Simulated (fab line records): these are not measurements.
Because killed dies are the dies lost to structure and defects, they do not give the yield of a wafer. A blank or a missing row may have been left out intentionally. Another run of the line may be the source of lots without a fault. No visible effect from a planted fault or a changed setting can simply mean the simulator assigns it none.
Which tool was responsible? | flow rit cmos | route of 202 steps, sampled at 1 step: 14 lots, 42 wafers

## WHAT THE GAUGES READ, wafer by wafer
The record lacks any reading of a measuring or inspecting step that a usual standard deviation could be used to judge.

## WHICH TOOL RAN EACH LOT (tool, then ch and the chambers of the sampled wafers, then the start)
lot  | RIT_NSD_IMPLANT_08
L542 | implanter-03 ch 0, day 3 00:10
L543 | implanter-04 ch 0, day 3 08:13
L544 | implanter-01 ch 0, day 3 11:01
L550 | implanter-03 ch 0, day 4 19:52
L551 | implanter-01 ch 0, day 5 00:49
L552 | implanter-03 ch 0, day 5 04:08
L553 | implanter-03 ch 0, day 5 09:14
L555 | implanter-03 ch 0, day 5 16:59
L556 | implanter-03 ch 0, day 5 20:46
L559 | implanter-01 ch 0, day 6 12:50
L561 | implanter-04 ch 0, day 6 21:19
L562 | implanter-04 ch 0, day 7 02:55
L563 | implanter-04 ch 0, day 7 09:05
L565 | implanter-01 ch 0, day 7 17:48
- RIT_NSD_IMPLANT_08

## AS READ BY THE TOOLS THEMSELVES (means over the sampled wafers that have a number; for cases with no such wafer, the mark the record gives instead)
RIT_NSD_IMPLANT_08.
lot  | tool         | beam energy keV | dose ions cm2
L542 | implanter-03 | 25.004          | 9.998e+14
L543 | implanter-04 | 25.010          | 1.000e+15
L544 | implanter-01 | 25.003          | 9.984e+14
L550 | implanter-03 | 25.004          | 9.999e+14
L551 | implanter-01 | 24.998          | 9.989e+14
L552 | implanter-03 | 25.001          | 1.000e+15
L553 | implanter-03 | 24.995          | 9.996e+14
L555 | implanter-03 | 25.316          | 9.997e+14
L556 | implanter-03 | 25.333          | 1.002e+15
L559 | implanter-01 | 25.005          | 1.000e+15
L561 | implanter-04 | 24.997          | 9.993e+14
L562 | implanter-04 | 25.002          | 1.001e+15
L563 | implanter-04 | 24.997          | 9.997e+14
L565 | implanter-01 | 24.998          | 9.994e+14

## THE ANSWER, worked out from the rows above alone
Rule: what is usual is taken from the lots themselves. Put in order of their means at a reading, lots are off if they are a third of the lots or fewer, leave a main group of 4 or more, and stand apart from it by a gap of 3 or more times the standard deviation of the main group's means; of several such gaps the widest counts. If all means in a main group match to the digits the tables above print for the reading, that group is not used. Also off: a lot with no number at a reading for which 4 or more lots have one. Where the step has rows for the other lots, those lots are counted as sound. First the gauges in route order, then the tools' own readings, where a lot's mean is used as printed above. The first step at which some lot is off is used, and at that step the reading that is off furthest; a lot without a number counts as furthest.
Off: L555, L556, at RIT_NSD_IMPLANT_08 (beam energy keV). Mean 25.001 and standard deviation 0.0041 in the main group.
If a tool, at that step or one of the process steps before it, ran each lot that is off and ran no sound lot following the first of them, it fits. One fits: implanter-03 at RIT_NSD_IMPLANT_08. Its last sound lot is L553 (day 5 09:14), its first lot that is off L555 (day 5 16:59): a fault that began between those two fits.
The tool's own readings at RIT_NSD_IMPLANT_08 bear it out: on the lots that are off they differ by more than 5 times the standard deviation of the sound lots' means. beam energy keV reads 25.325 there against 25.001 on the sound lots.

## WHAT THE SIMULATOR HAD PUT IN
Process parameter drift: implanter-03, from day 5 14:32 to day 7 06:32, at RIT_NSD_IMPLANT_08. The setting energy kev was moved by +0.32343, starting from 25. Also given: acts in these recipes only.
Struck lots among those shown: L555, L556. The rule above found the same.
